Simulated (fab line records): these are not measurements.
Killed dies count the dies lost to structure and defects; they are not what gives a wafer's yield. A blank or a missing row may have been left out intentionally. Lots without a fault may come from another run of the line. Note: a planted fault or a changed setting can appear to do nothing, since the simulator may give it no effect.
fab line records	flow rit_cmos
[record] lots = 6	wafers = 18	last_day = 7
route steps=202 shown ACTIVE@8 FOX1@20 M1@202
lots untouched by any fault: they come from a run of this same line in which no faults occurred
start_h: hours from the record's opening day to when the first of the lot's shown wafers began	wait_h: hours elapsed since this lot's preceding step	" same as the row above	L1.1+2: several wafers, shown together as one row	- no value, or no start was given	* or withheld: withheld	< > ~ a bound
route shown NAME@n: NAME is a module with steps in the file, n the number in the route of the first one	usual: mean/standard deviation taken from wafers without a fault	same: alike in all rows	chamber/n: place in a boat	sites: the reading at each site	_std_site: how widely they spread, as a standard deviation	_edge_site: the outer-site mean with the inner-site mean subtracted	radius_mm: for every site, how far away it sits from the centre of the wafer	mask NAME#n: copy n	behind: the last tool/chamber to shape the wafer	hold: why the lot was held/for how many hours/how that ended	device: transistor that didn't switch, given as n, p or np	end of line: the tests these same wafers got at the end of their route	a step without rows: its recipe alone	killed: dies lost to structure and defects at the first sort, not the wafer's yield	map: per-die view of a wafer (x killed, . not killed, _ where there is no die)
set.NAME: the setting that was run; set.NAME@STEP: the one run at that earlier step	model.NAME: the simulator's own value behind a step, which no gauge read
lots at selected steps of the route; one table per step, one row per wafer
services: when a tool's chamber went out of use (start_h, in hours from the record's first day, below 0 if earlier), for how many hours, and the reason
[[steps]]
[step RIT_ACTIVE_SOFTBAKE_07]
[recipe] resist = NOVOLAK	temp_c = 90	time_s = 60
[step RIT_ACTIVE_EXPOSE_08]
[recipe] mask_id = M1	na = 0.6	source_shape = conventional	sigma_outer = 0.6	target_cd_nm = 1400	dose_mj = 225
[step RIT_ACTIVE_PEB_09]
[recipe] resist = NOVOLAK	temp_c = withheld	time_s = withheld
[step RIT_ACTIVE_DEVELOP_10]
[recipe] resist = NOVOLAK	develop_time_s = 50	dev_temp_c = 23
[step RIT_ACTIVE_CD_MEAS_11]
[recipe] target_cd_nm = 1400
[usual] cd_nm = 1399.7/2.2
lot.wafer	tool	chamber	start_h	wait_h	cd_nm
L685.3	cd_sem-01	-	35.18	-	1393.8
L685.4	"	-	"	"	1395.4
L685.5	"	-	"	"	1394.2
L687.2	cd_sem-01	-	47.14	-	1399.0
L687.3	"	-	"	"	1397.4
L687.4	"	-	"	"	1402.7
L698.1	cd_sem-02	-	100.56	-	1400.4
L698.3	"	-	"	"	1399.8
L698.5	"	-	"	"	1399.6
L699.1	cd_sem-01	-	105.30	-	1398.9
L699.3	"	-	"	"	1401.3
L699.4	"	-	"	"	1400.3
L700.3	cd_sem-01	-	109.51	-	1399.1
L700.4	"	-	"	"	1400.3
L700.5	"	-	"	"	1398.8
L703.1	cd_sem-02	-	124.56	-	1399.3
L703.4	"	-	"	"	1399.0
L703.5	"	-	"	"	1401.9
[step RIT_ACTIVE_HARDBAKE_12]
[recipe] resist = NOVOLAK	temp_c = 141.3	time_s = 60
[step RIT_ACTIVE_ETCH_13]
[recipe] stop_on = SiO2	chemistry = SF6	target = Si3N4	time_s = 210	over_etch_frac = 0.4	SF6_flow_sccm = 200	pressure_mtorr = 260	rf_w = 125	target_depth_a = 2100
[usual] chamber_pressure_mTorr = 260.00/0.21	drypump_motor_current_A = 5.5/0.54	oes_product_au = 0.823/0.016	throttle_valve_pct = 7.50/0.11
lot.wafer	tool	chamber	start_h	wait_h	chamber_pressure_mTorr	drypump_motor_current_A	oes_product_au	rf_hours_counter_h	throttle_valve_pct
L685.3	rie_diel-04	3	35.53	0.1	260.16	4.8	0.830	104	7.35
L685.4	"	2	"	"	260.27	5.1	0.789	159	7.60
L685.5	"	2	"	"	260.05	5.1	0.787	-	7.57
L687.2	rie_diel-03	1	47.51	0.1	260.19	6.1	0.857	129	7.52
L687.3	"	3	"	"	260.06	6.4	0.838	164	7.43
L687.4	"	0	"	"	259.91	5.4	0.831	64	7.69
L698.1	rie_diel-03	1	100.83	0.1	260.10	6.1	0.842	130	7.51
L698.3	"	2	"	"	260.16	5.0	0.829	36	7.49
L698.5	"	2	"	"	259.87	5.0	0.825	-	7.50
L699.1	rie_diel-04	3	105.57	0.1	260.64	4.7	0.830	105	7.33
L699.3	"	1	"	"	260.03	5.7	0.816	158	7.53
L699.4	"	1	"	"	259.92	5.7	0.820	-	7.50
L700.3	rie_diel-03	3	109.74	0.1	259.96	6.4	0.810	0	7.43
L700.4	"	0	"	"	259.53	5.4	0.818	65	7.67
L700.5	"	3	"	"	259.77	6.4	0.800	-	7.42
L703.1	rie_diel-04	3	124.83	0.1	260.18	4.7	0.835	106	7.32
L703.4	"	2	"	"	260.06	5.1	0.844	-	7.59
L703.5	"	3	"	"	259.93	4.7	0.836	-	7.33
[step RIT_ACTIVE_STRIP_14]
[recipe] chemistry = O2	time_s = 180	resist = NOVOLAK	platen_temp_c = withheld	power_w = 500	pressure_mtorr = 4000	o2_flow_sccm = 4000
[usual] chamber_pressure_mTorr = 4000/3.6	drypump_motor_current_A = 5.80/0.27
lot.wafer	tool	chamber	start_h	wait_h	chamber_pressure_mTorr	drypump_motor_current_A	rf_hours_counter_h
L685.3	plasma_asher-02	1	35.72	0.1	3995	5.38	-
L685.4	"	0	"	"	4001	5.77	-
L685.5	"	0	"	"	4000	5.79	-
L687.2	plasma_asher-03	1	47.64	0.1	4005	6.16	40
L687.3	"	1	"	"	3998	6.16	-
L687.4	"	0	"	"	3998	5.87	-
L698.1	plasma_asher-03	1	100.97	0.1	3996	6.12	45
L698.3	"	1	"	"	3999	6.15	-
L698.5	"	0	"	"	3997	5.88	-
L699.1	plasma_asher-03	1	105.70	0.1	3996	6.15	46
L699.3	"	0	"	"	3997	5.83	-
L699.4	"	1	"	"	3995	6.17	-
L700.3	plasma_asher-04	1	109.93	0.1	4002	5.54	-
L700.4	"	0	"	"	4002	5.96	-
L700.5	"	1	"	"	4006	5.56	-
L703.1	plasma_asher-04	0	125.03	0.1	3996	5.99	45
L703.4	"	0	"	"	3996	5.97	-
L703.5	"	1	"	"	3998	5.60	-
[step RIT_ACTIVE_CD_MEAS_90]
[recipe] target_cd_nm = 1400
[usual] cd_nm = 1399.7/2.2
lot.wafer	tool	chamber	start_h	wait_h	cd_nm
L685.3	cd_sem-02	-	35.88	0.1	1393.7
L685.4	"	-	"	"	1395.3
L685.5	"	-	"	"	1393.8
L687.2	cd_sem-01	-	47.84	0.1	1399.1
L687.3	"	-	"	"	1397.3
L687.4	"	-	"	"	1402.7
L698.1	cd_sem-01	-	101.14	0.1	1400.9
L698.3	"	-	"	"	1399.6
L698.5	"	-	"	"	1400.0
L699.1	cd_sem-02	-	105.88	0.1	1399.0
L699.3	"	-	"	"	1401.1
L699.4	"	-	"	"	1399.9
L700.3	cd_sem-01	-	110.09	0.1	1398.7
L700.4	"	-	"	"	1400.6
L700.5	"	-	"	"	1399.1
L703.1	cd_sem-01	-	125.21	0.1	1398.9
L703.4	"	-	"	"	1399.8
L703.5	"	-	"	"	1402.2
[step RIT_ACTIVE_CLEAN_15]
[recipe] chemistry = SC1	mix = 3:3:50	time_s = 600	temp_c = 75
[step RIT_ACTIVE_CLEAN_16]
[recipe] chemistry = dHF	dilution = 50:1	time_s = 30
[step RIT_ACTIVE_CLEAN_17]
[recipe] chemistry = SC2	mix = 3:3:50	time_s = 600	temp_c = 75	dry = n2_spin
[step RIT_FOX1_OXIDATION_00]
[recipe] temp_c = 1100	ambient = H2O	target_thk_a = 3507	p_h2o_torr = 720	ox_time_s = 1130
[usual] spike_tc_source_C = 1123.3/2
lot.wafer	tool	chamber	start_h	wait_h	spike_tc_source_C	model.SiO2_of_FOX1_OXIDATION_00.thk_nm
L685.3	furnace-03	0	36.33	0.0	1121.0	351.5
L685.4	"	0	"	"	1123.2	345.7
L685.5	"	0	"	"	1121.5	355.5
L687.2	furnace-01	0	50.16	1.9	1125.7	355.1
L687.3	"	0	"	"	1125.7	359.6
L687.4	"	0	"	"	1124.9	358
L698.1	furnace-01	0	101.66	0.0	1125.5	401.9
L698.3	"	0	"	"	1126.3	401.1
L698.5	"	0	"	"	1125.9	403.9
L699.1	furnace-01	0	107.05	0.7	1125.3	392.3
L699.3	"	0	"	"	1127.4	402.7
L699.4	"	0	"	"	1125.7	403.7
L700.3	furnace-04	0	113.23	2.7	1120.6	351.8
L700.4	"	0	"	"	1122.6	349.3
L700.5	"	0	"	"	1121.5	346.2
L703.1	furnace-04	0	127.41	1.7	1123.5	351.4
L703.4	"	0	"	"	1121.6	352
L703.5	"	0	"	"	1121.7	350.8
[step RIT_FOX1_THK_MEAS_01]
[recipe] reads = SiO2_of_FOX1_OXIDATION_00
[usual] FOX1_OXIDE_THK = 351/6.3
lot.wafer	tool	chamber	start_h	wait_h	FOX1_OXIDE_THK[nm]
L685.3	film_metro-02	-	37.66	0.0	351
L685.4	"	-	"	"	346
L685.5	"	-	"	"	355
L687.2	film_metro-02	-	51.49	0.0	355
L687.3	"	-	"	"	360
L687.4	"	-	"	"	358
L698.1	film_metro-03	-	102.97	0.0	402
L698.3	"	-	"	"	401
L698.5	"	-	"	"	404
L699.1	film_metro-03	-	108.37	0.0	393
L699.3	"	-	"	"	403
L699.4	"	-	"	"	404
L700.3	film_metro-02	-	114.56	0.0	352
L700.4	"	-	"	"	349
L700.5	"	-	"	"	346
L703.1	film_metro-03	-	128.72	0.0	351
L703.4	"	-	"	"	352
L703.5	"	-	"	"	351
[step RIT_FOX1_WET_ETCH_02]
[recipe] chemistry = BOE	target_depth_nm = 350	time_s = 390	temp_c = 21.5	dry = n2_spin	dilution = 10:1	target = SiO2
[step RIT_M1_PROBE_99]
[usual] killed_at_M0_to_M3 = 0.0/0.12	killed_at_front_end = 7/3.2	killed_dies = 8/3.2	killed_open = 3.7/2.1	killed_short = 3.8/2.2
[same] gross_dies = 264	killed_at_M4_up = 0	killed_at_back_side = 0	killed_at_contacts = 0	killed_at_other = 0
lot.wafer	tool	chamber	start_h	wait_h	killed_at_M0_to_M3	killed_at_front_end	killed_dies	killed_open	killed_short	model.etest.pldd.width_nm	model.etest.nldd.width_nm	model.etest.nplus_sal.width_nm	model.etest.pplus_sal.width_nm	model.etest.poly_comb_over_steps.leak_log10_a_um
L685.3	prober-01	-	81.15	0.2	0	9	9	5	4	3187	3186	3458	3467	-12.75
L685.4	prober-01	-	81.20	0.2	0	4	4	2	2	3194	3179	3442	3461	-12.74
L685.5	prober-01	-	81.25	0.2	0	4	4	3	1	3181	3170	3465	3452	-12.71
L687.2	prober-01	-	95.68	0.1	0	8	8	5	3	3216	3202	3449	3454	-12.78
L687.3	prober-01	-	95.73	0.2	0	11	11	3	8	3222	3204	3455	3464	-12.77
L687.4	prober-01	-	95.78	0.2	1	8	9	3	6	3222	3213	3461	3490	-12.79
L698.1	prober-02	-	143.71	0.1	0	8	8	4	4	3119	3104	3409	3412	-12.84
L698.3	prober-02	-	143.81	0.2	0	6	6	3	3	3126	3105	3404	3400	-12.37
L698.5	prober-02	-	143.91	0.2	0	8	8	4	4	3098	3090	3399	3384	-12.73
L699.1	prober-01	-	153.19	0.1	0	4	4	3	1	3114	3114	3392	3378	-12.73
L699.3	prober-01	-	153.29	0.2	0	5	5	0	5	3112	3110	3385	3382	-11.06
L699.4	prober-01	-	153.34	0.2	0	7	7	6	1	3109	3122	3417	3404	-12.87
L700.3	prober-02	-	158.09	0.2	0	11	11	1	10	3167	3182	3445	3462	-12.77
L700.4	prober-02	-	158.14	0.2	0	7	7	3	4	3160	3182	3451	3421	-12.88
L700.5	prober-02	-	158.19	0.2	0	6	6	2	4	3174	3174	3465	3423	-12.86
L703.1	prober-01	-	172.68	0.1	0	10	10	4	6	3202	3190	3460	3463	-12.42
L703.4	prober-01	-	172.83	0.2	0	8	8	6	2	3185	3194	3456	3450	-12.85
L703.5	prober-01	-	172.88	0.2	0	9	9	8	1	3194	3193	3471	3459	-12.77
// killed by level:class
L685.3 FOX1:geometric_particle:short=3 FOX1:geometric_particle:open=2 GATE:geometric_particle:open=2 SILICIDE:geometric_particle:open=1 SILICIDE:geometric_particle:short=1
L685.4 GATE:geometric_particle:open=1 GATE:geometric_particle:short=1 REOX:geometric_particle:open=1 SPACER:geometric_particle:short=1
L685.5 GATE:geometric_particle:open=2 FOX1:geometric_particle:open=1 REOX:geometric_particle:short=1
L687.2 FOX2:geometric_particle:open=2 GATE:geometric_particle:open=2 FOX1:geometric_particle:short=1 GATE:geometric_particle:short=1 REOX:geometric_particle:short=1 REOX:geometric_particle:open=1
L687.3 REOX:geometric_particle:short=4 ACTIVE:geometric_particle:short=1 FOX1:geometric_particle:open=1 FOX1:geometric_particle:short=1 FOX2:geometric_particle:short=1 GATE:geometric_particle:short=1 REOX:geometric_particle:open=1 SPACER:geometric_particle:open=1
L687.4 FOX2:geometric_particle:short=2 GATE:geometric_particle:open=2 REOX:geometric_particle:short=2 GATE:geometric_particle:short=1 SPACER:geometric_particle:open=1 M1:geometric_particle:short=1
L698.1 GATE:geometric_particle:open=3 GATE:geometric_particle:short=2 FOX1:geometric_particle:short=1 FOX2:geometric_particle:open=1 SPACER:geometric_particle:short=1
L698.3 GATE:geometric_particle:short=2 FOX2:geometric_particle:open=1 FOX2:geometric_particle:short=1 GATE:geometric_particle:open=1 SILICIDE:geometric_particle:open=1
L698.5 GATE:geometric_particle:open=2 GATE:geometric_particle:short=2 SILICIDE:geometric_particle:open=2 REOX:geometric_particle:short=1 SILICIDE:geometric_particle:short=1
L699.1 GATE:geometric_particle:open=1 REOX:geometric_particle:open=1 REOX:geometric_particle:short=1 SPACER:geometric_particle:open=1
L699.3 GATE:geometric_particle:short=4 SPACER:geometric_particle:short=1
L699.4 GATE:geometric_particle:open=3 FOX1:geometric_particle:open=2 REOX:geometric_particle:short=1 REOX:geometric_particle:open=1
L700.3 FOX2:geometric_particle:short=4 GATE:geometric_particle:short=3 REOX:geometric_particle:short=2 GATE:geometric_particle:open=1 SPACER:geometric_particle:short=1
L700.4 FOX2:geometric_particle:open=2 FOX2:geometric_particle:short=2 FOX1:geometric_particle:open=1 GATE:geometric_particle:short=1 SILICIDE:geometric_particle:short=1
L700.5 FOX2:geometric_particle:short=2 FOX1:geometric_particle:short=1 FOX1:geometric_particle:open=1 GATE:geometric_particle:short=1 SPACER:geometric_particle:open=1
L703.1 GATE:geometric_particle:open=3 SPACER:geometric_particle:short=3 FOX2:geometric_particle:short=1 GATE:geometric_particle:short=1 SPACER:geometric_particle:open=1 SILICIDE:geometric_particle:short=1
L703.4 FOX2:geometric_particle:open=2 GATE:geometric_particle:short=2 REOX:geometric_particle:open=2 FOX1:geometric_particle:open=1 SPACER:geometric_particle:open=1
L703.5 GATE:geometric_particle:open=4 SILICIDE:geometric_particle:open=2 FOX1:geometric_particle:open=1 GATE:geometric_particle:short=1 SPACER:geometric_particle:open=1
[[services]]
tool	chamber	start_h	hours	kind
rie_diel-03	3	12.73	13.1	repair
rie_diel-04	-	26.67	2.0	repair
rie_diel-03	1	43.01	3.8	repair
furnace-03	-	45.85	9.7	pm
rie_diel-04	2	65.20	3.4	repair
furnace-01	-	68.91	3.5	pm
rie_diel-03	3	71.69	-	clean
rie_diel-03	3	71.69	32.0	scheduled_down
rie_diel-03	3	71.69	32.0	vent_cycle
plasma_asher-04	-	89.88	0.5	repair
rie_diel-04	2	94.52	-	clean
rie_diel-04	2	94.52	12.9	scheduled_down
rie_diel-04	2	94.52	12.9	vent_cycle
rie_diel-04	1	107.41	-	clean
rie_diel-04	1	107.41	27.2	scheduled_down
rie_diel-04	1	107.41	27.2	vent_cycle
plasma_asher-03	-	108.75	9.0	pm
plasma_asher-03	0	108.75	9.0	vent_cycle
plasma_asher-03	1	108.75	9.0	vent_cycle
plasma_asher-03	0	117.75	-	clean
plasma_asher-03	1	117.75	-	clean
rie_diel-04	0	123.51	8.8	repair
[[key]]
[first_sign] step = RIT_FOX1_THK_MEAS_01	reading = FOX1_OXIDE_THK	direction = up	sigmas = 8	usual = 351	struck = 401
effect none on later readings
[model_effect] step = RIT_FOX1_OXIDATION_00	value = SiO2_of_FOX1_OXIDATION_00.thk_nm	without = 360.5	struck = 400.9
[model_effect] step = RIT_M1_PROBE_99	value = etest.pldd.width_nm	without = 3164	struck = 3113
met_at RIT_FOX1_OXIDATION_00
struck_wafers L698.1,L698.3,L698.5,L699.1,L699.3,L699.4
tester_left_out L698,L699
onset_between 50.16 101.66
also_fits RIT_ACTIVE_STRIP_14:plasma_asher-03
[fault] kind = process_parameter_drift	tool = furnace-01	chamber = -	onset_h = 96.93	steps = RIT_FOX1_OXIDATION_00	channel = ox_time_s	offset = *	shape = step	end_h = 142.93	acts_in = *	stated = *
// tester_left_out: of these lots the tester's yield and bins aren't shown, on N5 and GAA mostly nor the transistor test; their killed dies are dies lost to structure and defects alone, not to doping, threshold or leakage, so they don't give the yield
